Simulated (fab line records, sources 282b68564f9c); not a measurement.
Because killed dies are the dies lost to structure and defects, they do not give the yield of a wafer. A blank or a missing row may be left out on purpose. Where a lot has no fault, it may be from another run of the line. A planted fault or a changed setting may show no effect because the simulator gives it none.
Which tool did it?	flow rit_cmos	7 lots, 21 wafers sampled, at 2 steps of a route of 202

WHAT THE GAUGES READ, wafer by wafer
RIT_ACTIVE_CD_MEAS_11: target cd 1400 nm.
lot	measured	on	cd_nm (nm)
L449	day 2 12:56	cd_sem-01	1397.0 1399.0 1398.9
L453	day 3 07:25	cd_sem-02	1404.1 1404.5 1406.0
L455	day 3 16:59	cd_sem-01	1401.1 1403.1 1404.4
L457	day 4 04:30	cd_sem-01	1400.9 1398.6 1400.3
L460	day 4 18:41	cd_sem-01	1396.4 1397.4 1400.1
L466	day 6 08:47	cd_sem-02	1346.2 1348.2 1349.8 1346.0 1348.2 1350.1
L468	day 6 14:57	cd_sem-01	1397.8 1399.1 1398.6

TOOL THAT RAN EACH LOT (tool first, then ch and the chambers of the sampled wafers, then the start)
lot	RIT_ACTIVE_COAT_06
L449	litho_track-04 ch 0, day 2 12:05
L453	litho_track-03 ch 0, day 3 06:29
L455	litho_track-04 ch 0, day 3 16:09
L457	litho_track-03 ch 0, day 4 03:49
L460	litho_track-03 ch 0, day 4 18:00
L466	litho_track-03 ch 0, day 6 08:05
L468	litho_track-01 ch 0, day 6 14:08
- RIT_ACTIVE_COAT_06: resist thk 1000 nm.

THE ANSWER, worked out from the rows above alone
Rule: usual is defined by the lots themselves. The widest of any qualifying gaps counts: lots, ordered by their means at a reading, are off when they make up no more than a third of the lots, leave a main group of 4 or more, and stand apart from it by 3 or more times the standard deviation of that group's means. The tables above print the reading to a certain number of digits; a main group whose means all agree to those digits is not used. A lot without any number at a reading at which 4 lots or more have one is off too. All remaining lots with rows at the step are treated as sound.
Off: L466, at RIT_ACTIVE_CD_MEAS_11 (cd_nm). For the main group the mean is 1400.4 nm and the standard deviation 2.6.
A tool fits if, at a process step before that reading, it ran every lot that is off, and no sound lot after the first of them. Gauges at RIT_ACTIVE_CD_MEAS_11: tried the same way as those tools. Can't be told from this: 2 tools fit, litho_track-03 at RIT_ACTIVE_COAT_06, cd_sem-02 at RIT_ACTIVE_CD_MEAS_11.

WHAT WAS PUT IN BY THE SIMULATOR
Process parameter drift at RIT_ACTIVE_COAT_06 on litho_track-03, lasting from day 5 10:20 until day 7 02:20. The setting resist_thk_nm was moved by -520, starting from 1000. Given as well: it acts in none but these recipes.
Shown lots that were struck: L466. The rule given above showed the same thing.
